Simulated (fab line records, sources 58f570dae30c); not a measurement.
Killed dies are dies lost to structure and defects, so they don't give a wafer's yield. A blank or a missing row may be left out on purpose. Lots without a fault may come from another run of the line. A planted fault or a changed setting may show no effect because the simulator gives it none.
fab line records | flow berkeley_cmos170
record lots=6 wafers=18 last_day=11
route steps=331 shown NWELL@16 M3@331
lots that met no fault: from a run of the same line without faults
start_h: hours from the record's first day to the start of the lot's first wafer shown | wait_h: hours since the lot's step before | " the same as in the row above | L1.1+2: a row that stands for several wafers | - no value, or no start given | * or withheld: withheld | < > ~ a bound
route shown NAME@n: a module of which the file shows steps, and the number in the route of the first | usual: mean/standard deviation of fault-free wafers | same: alike in all rows | chamber/n: place in a boat | sites: the reading at each site | _std_site: their standard deviation | _edge_site: outer sites' mean less inner sites' | radius_mm: how far each site lies from the wafer's centre | mask NAME#n: copy n | behind: the tool/chamber that last shaped the wafer | hold: why the lot was held/for how many hours/how that ended | device: the transistor (n, p or np) that didn't switch | end of line: the same wafers' tests at the end of the route | a step without rows: its recipe alone | killed: dies lost to structure and defects at the first sort, not the wafer's yield | map: a wafer's dies, x killed, . not, _ none there
set.NAME: the setting as run; set.NAME@STEP: as run at that earlier step | model.NAME: the simulator's own value behind a step, which no gauge read
lots at some steps of the route; a table a step, a row a wafer
services: from which hour (start_h, from the record's first day; less than 0 if before it) a tool's chamber was out of use, for how many hours, and why
## steps
# step UCB170_NWELL_THK_MEAS_02
# recipe reads=SiO2_of_NWELL_OXIDATION_01
# usual NWELL_OXIDE_THK=26.4/0.57
# columns lot.wafer tool chamber start_h wait_h NWELL_OXIDE_THK[nm]
L399.1 film_metro-01 - 21.58 0.0 25.7
L399.3 " - " " 25.4
L399.6 " - " " 26.2
L404.2 film_metro-02 - 51.33 0.0 27.7
L404.4 " - " " 27.4
L404.6 " - " " 27.5
L407.1 film_metro-03 - 70.55 0.0 27.6
L407.3 " - " " 27.6
L407.5 " - " " 27.1
L409.1 film_metro-01 - 74.60 0.0 26.5
L409.2 " - " " 26.4
L409.5 " - " " 26.2
L411.2 film_metro-03 - 87.59 0.1 26.7
L411.3 " - " " 26.5
L411.5 " - " " 26.4
L415.1 film_metro-01 - 108.19 0.0 26.2
L415.2 " - " " 26.2
L415.4 " - " " 25.8
# step UCB170_NWELL_ANNEAL_03
# recipe temp_c=1000 time_s=900 ambient=N2
# step UCB170_NWELL_CVD_04
# recipe material=Si3N4 target_thk_nm=224 temp_c=800 precursor=SiH2Cl2/NH3 time_s=3360 pressure_mtorr=200 sih2cl2_flow_sccm=25 nh3_flow_sccm=75
# step UCB170_NWELL_THK_MEAS_05
# recipe reads=Si3N4_of_NWELL_CVD_04
# usual NWELL_NITRIDE_THK=223.5/1.7
# columns lot.wafer tool chamber start_h wait_h NWELL_NITRIDE_THK[nm]
L399.1 film_metro-01 - 29.44 0.0 222.0
L399.3 " - " " 222.8
L399.6 " - " " 222.4
L404.2 film_metro-03 - 60.36 0.0 222.9
L404.4 " - " " 221.0
L404.6 " - " " 222.2
L407.1 film_metro-03 - 77.79 0.0 222.2
L407.3 " - " " 223.6
L407.5 " - " " 222.7
L409.1 film_metro-03 - 82.97 0.0 222.8
L409.2 " - " " 221.5
L409.5 " - " " 223.0
L411.2 film_metro-01 - 99.95 0.0 222.8
L411.3 " - " " 223.6
L411.5 " - " " 224.4
L415.1 film_metro-02 - 114.12 0.0 222.0
L415.2 " - " " 220.5
L415.4 " - " " 222.6
# step UCB170_NWELL_HMDS_06
# recipe prime_time_s=60 prime_temp_c=100
# step UCB170_NWELL_COAT_07
# recipe resist=KrF spin_rpm=1500 resist_thk_nm=900
# step UCB170_NWELL_SOFTBAKE_08
# recipe resist=KrF temp_c=130 time_s=60
# step UCB170_NWELL_EXPOSE_09
# recipe mask_id=NWELL target_cd_nm=3000 na=0.5 sigma_outer=0.6 source_shape=conventional dose_mj=25
# step UCB170_NWELL_PEB_10
# recipe peb_temp_c=130 peb_time_s=withheld resist=KrF
# step UCB170_NWELL_DEVELOP_11
# recipe developer=TMAH develop_time_s=45 resist=KrF dev_temp_c=21
# step UCB170_NWELL_OVL_MEAS_12
# usual NWELL_OVL=-1/4.1
# columns lot.wafer tool chamber start_h wait_h NWELL_OVL[nm]
L399.1 overlay-01 - 30.73 - -4
L399.3 " - " " -8
L399.6 " - " " -8
L404.2 overlay-01 - 62.04 - 1
L404.4 " - " " -2
L404.6 " - " " -4
L407.1 overlay-02 - 78.69 - 0
L407.3 " - " " -5
L407.5 " - " " 4
L409.1 overlay-02 - 83.99 - -4
L409.2 " - " " -8
L409.5 " - " " 1
L411.2 overlay-01 - 101.09 - 0
L411.3 " - " " 0
L411.5 " - " " -1
L415.1 overlay-01 - 115.15 - -12
L415.2 " - " " -1
L415.4 " - " " -6
# step UCB170_NWELL_ETCH_13
# recipe chemistry=CH3F/Ar/O2 target=Si3N4 stop_on=SiO2 CH3F_flow_sccm=20 Ar_flow_sccm=50 O2_flow_sccm=7 pressure_mtorr=50 rf_w=450 target_depth_a=2464 over_etch_frac=0.1 time_s=154
# usual drypump_motor_current_A=5.61/0.27 mfc_ar_sccm=49.99/0.15 oes_product_au=0.948/0.014 throttle_valve_pct=8.03/0.18
# columns lot.wafer tool chamber start_h wait_h drypump_motor_current_A mfc_ar_sccm oes_product_au rf_hours_counter_h throttle_valve_pct
L399.1 rie_diel-02 3 30.76 0.0 5.91 49.67 0.939 128 8.02
L399.3 " 2 " " 5.60 49.89 0.963 89 7.99
L399.6 " 3 " " 5.87 49.89 0.944 - 8.04
L404.2 rie_diel-02 1 62.07 0.0 5.88 49.91 0.933 80 8.03
L404.4 " 2 " " 5.65 50.31 0.956 91 7.99
L404.6 " 1 " " 5.86 49.89 0.923 - 8.02
L407.1 rie_diel-03 0 78.72 0.0 5.35 50.33 0.941 95 8.03
L407.3 " 2 " " 5.89 49.82 0.958 100 8.10
L407.5 " 3 " " 5.74 50.01 0.957 - 7.70
L409.1 rie_diel-03 2 84.03 0.0 5.85 49.94 0.944 101 8.10
L409.2 " 3 " " 5.72 50.13 0.956 15 7.70
L409.5 " 2 " " 5.87 49.91 0.954 - 8.10
L411.2 rie_diel-01 0 101.12 0.0 5.56 49.93 0.940 107 8.35
L411.3 " 3 " " 5.49 50.00 0.921 85 7.85
L411.5 " 2 " " 6.03 50.09 0.945 - 8.09
L415.1 rie_diel-03 0 115.19 0.0 5.31 49.97 0.943 98 8.03
L415.2 " 1 " " 5.21 50.16 0.947 1 8.30
L415.4 " 3 " " 5.71 49.92 0.965 17 7.69
# step UCB170_NWELL_IMPLANT_14
# recipe species=P dose_cm2=1e+13 energy_kev=150 tilt_deg=7
# usual dose_ions_cm2=1.0001e+13/9.9e+09 faraday_current_uA=31.7/0.67
# columns lot.wafer tool chamber start_h wait_h dose_ions_cm2 faraday_current_uA
L399.1 implanter-02 0 30.87 0.1 9.994e+12 31.4
L399.3 " 0 " " 9.996e+12 31.5
L399.6 " 0 " " 9.992e+12 32.6
L404.2 implanter-03 0 62.19 0.1 1.0003e+13 31.5
L404.4 " 0 " " 1.0002e+13 31.7
L404.6 " 0 " " 1.0003e+13 32.0
L407.1 implanter-02 0 78.83 0.1 1.0009e+13 31.6
L407.3 " 0 " " 9.99e+12 31.2
L407.5 " 0 " " 9.995e+12 32.7
L409.1 implanter-03 0 84.13 0.1 1.1612e+13 37.3
L409.2 " 0 " " 1.1618e+13 36.5
L409.5 " 0 " " 1.1609e+13 37.0
L411.2 implanter-03 0 101.25 0.1 1.1599e+13 35.8
L411.3 " 0 " " 1.1603e+13 36.9
L411.5 " 0 " " 1.1622e+13 36.9
L415.1 implanter-02 0 115.29 0.1 9.986e+12 30.3
L415.2 " 0 " " 9.998e+12 31.7
L415.4 " 0 " " 9.992e+12 31.1
# step UCB170_NWELL_STRIP_15
# recipe chemistry=O2 power_w=400 pressure_mtorr=3500 platen_temp_c=withheld o2_flow_sccm=400 overash_fraction=0.5
# usual drypump_motor_current_A=5.7/0.64 o2_flow_sccm=399.9/1.2 oes_product_au=0.721/0.0046 strip_time_to_endpoint_s=17.97/0.1
# columns lot.wafer tool chamber start_h wait_h drypump_motor_current_A o2_flow_sccm oes_product_au rf_hours_counter_h strip_time_to_endpoint_s
L399.1 plasma_asher-04 0 31.02 0.1 6.4 400.3 0.721 17 17.92
L399.3 " 1 " " 4.8 402.9 0.718 - 18.00
L399.6 " 1 " " 4.8 401.7 0.727 - 18.01
L404.2 plasma_asher-04 0 62.32 0.1 6.3 398.3 0.719 21 18.02
L404.4 " 1 " " 4.8 399.1 0.724 - 18.00
L404.6 " 0 " " 6.3 400.7 0.718 - 17.95
L407.1 plasma_asher-04 1 78.98 0.1 4.8 399.7 0.728 23 18.00
L407.3 " 0 " " 6.3 400.0 0.727 - 18.02
L407.5 " 1 " " 4.8 398.2 0.723 - 17.80
L409.1 plasma_asher-03 1 84.28 0.1 5.2 399.0 0.726 39 18.13
L409.2 " 0 " " 5.8 399.5 0.716 39 17.90
L409.5 " 0 " " 5.8 401.6 0.733 - 18.13
L411.2 plasma_asher-04 0 101.37 0.1 6.4 400.6 0.723 25 18.04
L411.3 " 0 " " 6.4 400.3 0.726 - 18.17
L411.5 " 0 " " 6.3 399.3 0.724 - 18.07
L415.1 plasma_asher-03 1 115.44 0.1 5.2 399.8 0.725 42 18.03
L415.2 " 0 " " 5.8 399.8 0.728 42 17.97
L415.4 " 0 " " 5.8 398.9 0.722 - 17.86
# step UCB170_NWELL_TW_MEAS_16
# usual NWELL_TW=1248/12
# columns lot.wafer tool chamber start_h wait_h NWELL_TW
L399.1 film_metro-03 - 31.12 0.1 1264
L399.3 " - " " 1264
L399.6 " - " " 1263
L404.2 film_metro-01 - 62.43 0.1 1247
L404.4 " - " " 1237
L404.6 " - " " 1245
L407.1 film_metro-01 - 79.08 0.1 1236
L407.3 " - " " 1234
L407.5 " - " " 1234
L409.1 film_metro-01 - 84.38 0.1 1301
L409.2 " - " " 1297
L409.5 " - " " 1306
L411.2 film_metro-03 - 101.48 0.1 1317
L411.3 " - " " 1323
L411.5 " - " " 1327
L415.1 film_metro-01 - 115.54 0.1 1244
L415.2 " - " " 1244
L415.4 " - " " 1235
# step UCB170_NWELL_CLEAN_17
# recipe chemistry=SPM temp_c=120 time_s=600
# step UCB170_M3_PROBE_99
# columns lot.wafer tool chamber start_h wait_h model.etest.nwell_pinched.rs_ohm_sq model.etest.nwell.rs_ohm_sq model.etest.nwell.width_nm model.etest.nwell.line_ohm_um model.etest.field_p_metal.vt_v model.etest.iso_pplus_pwell.bv_v model.etest.vpnp.gain model.etest.field_p.vt_v
L399.1 prober-01 - 177.46 0.1 1292 858.5 2358 368.3 -59.32 23.11 11.42 -21.66
L399.3 prober-01 - 177.56 0.2 1294 866.8 2359 364.6 -60.06 24.01 11.43 -22.19
L399.6 prober-01 - 177.71 0.2 1270 865.3 2366 366.1 -59.4 22.73 11.36 -21.44
L404.2 prober-01 - 204.50 0.1 1305 856.4 2364 363 -57.92 22.03 11.29 -20.27
L404.4 prober-01 - 204.60 0.2 1286 861.7 2362 365.2 -56.54 21.21 11.48 -19.96
L404.6 prober-01 - 204.70 0.2 1298 867.3 2360 368 -56.63 21.48 11.49 -20.1
L407.1 prober-02 - 235.95 0.1 1279 859.8 2363 364.6 -59.09 23.74 11.14 -20.9
L407.3 prober-02 - 236.05 0.2 1282 867 2362 357.4 -59.22 23.22 11.11 -20.69
L407.5 prober-02 - 236.15 0.2 1282 860.4 2375 366.2 -58.84 23.45 11.29 -20.71
L409.1 prober-02 - 236.30 0.1 1149 767.9 2424 312.9 -62.63 25.6 9.799 -22.89
L409.2 prober-02 - 236.35 0.1 1134 763.5 2442 313.1 -63.12 25.95 9.83 -22.97
L409.5 prober-02 - 236.50 0.2 1141 769.3 2411 316.9 -63.31 25.77 9.918 -22.79
L411.2 prober-01 - 250.20 0.1 1128 770.6 2415 315.1 -64.25 26.72 9.484 -23.93
L411.3 prober-01 - 250.25 0.2 1107 768.1 2432 319.1 -64.07 26.34 9.333 -22.92
L411.5 prober-01 - 250.35 0.2 1134 777 2431 317.9 -64.46 26.67 9.423 -23.54
L415.1 prober-02 - 265.99 0.1 1282 860 2356 368.8 -58.54 23.3 11.08 -20.82
L415.2 prober-02 - 266.04 0.1 1277 858 2379 365.7 -57.23 22.34 11.17 -20.43
L415.4 prober-02 - 266.14 0.2 1269 858.5 2365 361.9 -58.96 23.66 11.23 -20.85
# killed by level:class
L399.1 WELLDRIVE:geometric_particle:open=1 GATE:geometric_particle:short=1 V2:geometric_particle:short=1 M3:geometric_particle:short=1
L399.3 M3:geometric_particle:short=2 FIELD:geometric_particle:open=1 GATE:geometric_particle:short=1 M2:geometric_particle:open=1
L399.6 SACOX:geometric_particle:open=1 M3:geometric_particle:short=1
L404.2 M2:geometric_particle:short=1
L404.4 PWELL:geometric_particle:open=1 WELLDRIVE:geometric_particle:open=1 V1:geometric_particle:open=1
L404.6 GATE:geometric_particle:open=1
L407.1 GATE:geometric_particle:open=1 SILICIDE:geometric_particle:short=1 M2:geometric_particle:short=1 M3:geometric_particle:short=1
L407.3 SPACER:geometric_particle:short=1 CONTACT:geometric_particle:open=1
L411.2 SPACER:geometric_particle:short=1 M1:geometric_particle:short=1
L411.3 WELLDRIVE:geometric_particle:open=1 SPACER:geometric_particle:open=1
L411.5 START:geometric_particle:open=1 SPACER:geometric_particle:open=1 V1:geometric_particle:open=1
L415.1 V2:geometric_particle:short=1 ACTIVE:area_etch=1
L415.2 GATE:geometric_particle:open=3 SILICIDE:geometric_particle:short=2 SILICIDE:geometric_particle:open=1
L415.4 START:geometric_particle:open=1 WELLDRIVE:geometric_particle:open=1 SPACER:geometric_particle:short=1 SILICIDE:geometric_particle:open=1 CONTACT:geometric_particle:open=1 M1:geometric_particle:short=1 ACTIVE:area_etch=1
## services
# columns tool chamber start_h hours kind
implanter-03 - 14.71 3.8 repair
rie_diel-02 0 26.42 1.3 repair
implanter-02 - 50.69 3.0 repair
implanter-02 - 53.71 11.9 pm
rie_diel-01 1 62.30 2.5 repair
rie_diel-03 3 64.93 1.5 repair
rie_diel-02 0 70.07 4.1 repair
implanter-02 - 71.55 4.2 repair
rie_diel-03 1 78.60 - clean
rie_diel-03 1 78.60 16.5 scheduled_down
rie_diel-03 1 78.60 16.5 vent_cycle
plasma_asher-03 - 97.82 3.0 repair
implanter-02 - 102.04 8.6 repair
rie_diel-01 - 103.85 15.6 pm
rie_diel-02 1 104.22 5.6 repair
rie_diel-02 - 105.07 2.8 pm
## key
first_sign step=UCB170_NWELL_IMPLANT_14 reading=dose_ions_cm2 direction=up sigmas=99+ usual=1.0001e+13 struck=1.1611e+13
effect step=UCB170_NWELL_IMPLANT_14 reading=faraday_current_uA direction=up sigmas=7.4 usual=31.7 struck=36.7
effect step=UCB170_NWELL_TW_MEAS_16 reading=NWELL_TW direction=up sigmas=5.2 usual=1248 struck=1312
model_effect step=UCB170_M3_PROBE_99 value=etest.nwell_pinched.rs_ohm_sq without=1294 struck=1132
met_at UCB170_NWELL_IMPLANT_14
struck_wafers L409.1,L409.2,L409.5,L411.2,L411.3,L411.5
sort_left_out L409.1,L409.2,L409.5
tester_left_out L409,L411
onset_between 62.19 84.13
fault kind=process_parameter_drift tool=implanter-03 chamber=- onset_h=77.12 steps=UCB170_NWELL_IMPLANT_14 channel=dose_cm2 offset=1.6e+12 shape=step end_h=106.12 acts_in=these_recipes_only stated=1e+13
# tester_left_out: of these lots the tester's yield and bins aren't shown, on N5 and GAA mostly nor the transistor test; their killed dies are dies lost to structure and defects alone, not to doping, threshold or leakage, so they don't give the yield
# sort_left_out: the simulated sort isn't trusted on such a fault, so these wafers' sort isn't shown, and their yield isn't known
